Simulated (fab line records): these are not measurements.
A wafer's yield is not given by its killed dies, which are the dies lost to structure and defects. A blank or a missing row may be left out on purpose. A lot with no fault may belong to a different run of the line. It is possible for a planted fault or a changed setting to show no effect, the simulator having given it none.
Problem report, 8D (eight disciplines) form, completed by code -- flow berkeley cmos170 -- the parts of the form that need people (team, actions taken, sign-off) are left out

## 1. WHAT WENT WRONG
V2_TEOS_THK at UCB170_V2_THK_MEAS_01 reads a mean of 2181 nm on 2 wafers of 2 lots; wafers without a fault read 2004 nm with a standard deviation of 35. Measured from the usual mean, that is +5.1 standard deviations.
Seen first at day 10 15:25 on film metro-04, wafer L176.5. Wafers with a number at this step in the record: 42, from 14 lots. The rule behind "out" and "out of limits": a value lying over 4 standard deviations away from the usual mean. Any other wafer with a number is counted as sound.

## 2. WHAT IT IS AND WHAT IT IS NOT
question,is,is not
which readings at this step,V2_TEOS_THK,-
which lots,"L176, L178","L166, L167, L168, L169, L170, L172, L180, L181, L182, L186, L187, L189"
which wafers of those lots,"L176.5, L178.5","L176.4, L176.6, L178.1, L178.3"
read on which gauges,"film metro-01, film metro-04",film metro-02
when,from day 10 15:25,"up to then (20 sound wafers); but 20 sound wafers of L178, L180, L181, L182, L186, L187, L189 came after"

## 3. SUSPECTS, AND WHAT RULES EACH OUT
Counting: any tool at a process step up to the reading remains a suspect provided it ran every lot that is out. Sound lots after the first of them don't rule it out here, since some wafers of a struck lot are sound.
- the gauge at UCB170_V2_THK_MEAS_01 is ruled out. 2 gauges (film metro-01, film metro-04) read the wafers that are out.
- pecvd-02 at UCB170_V2_CVD_00 (deposits SiO2 from TEOS/O2, target thk 2000 nm, time 250 s): kept. Ran every lot that is out, first one L176 (day 10 15:18); last sound lot up to then L170 (day 8 23:43). On those wafers its own readings are out: run length s.
- At UCB170_V2_CVD_00, inside pecvd-02: chamber 0 took the wafers that are out, while their sound lot-mates went through chambers 1, 2.
The count leaves pecvd-02 at UCB170_V2_CVD_00.

## 4. THE CAUSE (what the simulator had put in)
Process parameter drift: pecvd-02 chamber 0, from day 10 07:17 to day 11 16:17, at UCB170_V2_CVD_00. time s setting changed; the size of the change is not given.
Counting left only this tool.

## 5. THE EFFECT CHAIN, in route order
One row per reading whose mean, taken over the struck wafers that have a number, lies over 3 standard deviations from the usual. Readings are gone through only where the record gives a usual standard deviation; hours: the median, over the lots, of the time from a lot's start at the first step in this table giving one to that lot's start at this step; sigmas: the change measured in usual standard deviations.
hours,step,reading,usual,on struck wafers,change,sigmas
0,UCB170_V2_CVD_00,run length s,277.6 s,301.2,+23.6,+50
0,UCB170_V2_THK_MEAS_01,V2_TEOS_THK,2004 nm,2181,+177,+5.1
Here are the process steps it includes:
- UCB170_V2_CVD_00: deposits SiO2 from TEOS/O2, target thk 2000 nm, time 250 s.

## 6. HOW IT WOULD HAVE BEEN CAUGHT EARLIER
Counted from the fault's start at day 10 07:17, it took 8 hours until the first out-of-limits reading at a measuring or inspecting step in this record, taken at day 10 15:25.
At UCB170_V2_CVD_00, the tool's own readings (run length s) were out on each struck wafer the step has a row for, so an alarm limit on them would have fired on the first such wafer.
Of the lots that are out (2), L178 began UCB170_V2_CVD_00 on pecvd-02 after day 10 15:25. Had the tool been put on hold then, it would have been spared.
